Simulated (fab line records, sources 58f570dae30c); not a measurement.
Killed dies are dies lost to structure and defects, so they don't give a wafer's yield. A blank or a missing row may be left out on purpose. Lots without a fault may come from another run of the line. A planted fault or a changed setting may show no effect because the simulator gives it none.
Problem report in the 8D (eight disciplines) form, filled by code | flow berkeley_cmos170 | the parts of the form that need people (team, actions taken, sign-off) are left out

1. THE PROBLEM
heater_power_total_W at UCB170_NWELL_PEB_10 reads a mean of 58.73 W on 6 wafers of 2 lots; wafers without a fault read 56.79 W with a standard deviation of 0.048. That is +40 standard deviations from the usual mean.
First seen on wafer L374.2, day 6 09:00, on litho_track-04. The record holds 42 wafers of 14 lots with a number at this step. Rule for "out", or "out of limits": more than 4 standard deviations from the usual mean. The other wafers with a number count as sound.

2. WHAT IT IS AND WHAT IT IS NOT
question                    | is                                 | is not
which readings at this step | heater_power_total_W, plate_temp_C | -
which lots                  | L373, L374                         | L356, L358, L360, L361, L362, L363, L364, L365, L366, L367, L368, L369
which wafers of those lots  | all that have a number             | -
read on which tools         | litho_track-04                     | litho_track-02, litho_track-03
when                        | from day 6 09:00                   | up to then (36 sound wafers)

3. SUSPECTS, AND WHAT RULES EACH OUT
Counting: a tool at a process step up to the reading stays a suspect if it ran every lot that is out and no sound lot after the first of them.
- litho_track-04 at UCB170_NWELL_PEB_10: kept. It ran every lot that is out, first L374 (day 6 09:00), and no sound lot after that; its last sound lot up to then is L368 (day 5 03:52). Its own readings are out on those wafers: heater_power_total_W, plate_temp_C.
Left after counting: litho_track-04 at UCB170_NWELL_PEB_10.

4. THE CAUSE (what the simulator had put in)
Process parameter drift: litho_track-04, from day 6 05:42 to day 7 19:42, at UCB170_NWELL_PEB_10. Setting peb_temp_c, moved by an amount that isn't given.
Counting left only this tool.

5. THE CHAIN OF EFFECTS, in route order
Each row: a reading whose mean over the struck wafers that have a number lies more than 3 standard deviations from the usual. Only readings for which the record gives a usual standard deviation are gone through. hours: the time from each lot's start at the first step in this table that gives one to its start at this step, as a median over the lots. sigmas: the change in usual standard deviations.
hours | step                | reading              | usual    | on struck wafers | change | sigmas
0     | UCB170_NWELL_PEB_10 | heater_power_total_W | 56.79 W  | 58.73            | +1.94  | +40
0     | UCB170_NWELL_PEB_10 | plate_temp_C         | 129.98 C | 133.37           | +3.39  | +24
The process steps in it:
- UCB170_NWELL_PEB_10

6. WHAT WOULD HAVE CAUGHT IT SOONER
In this record the first reading out of limits was taken at day 6 09:00, 3 hours after the fault began at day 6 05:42.
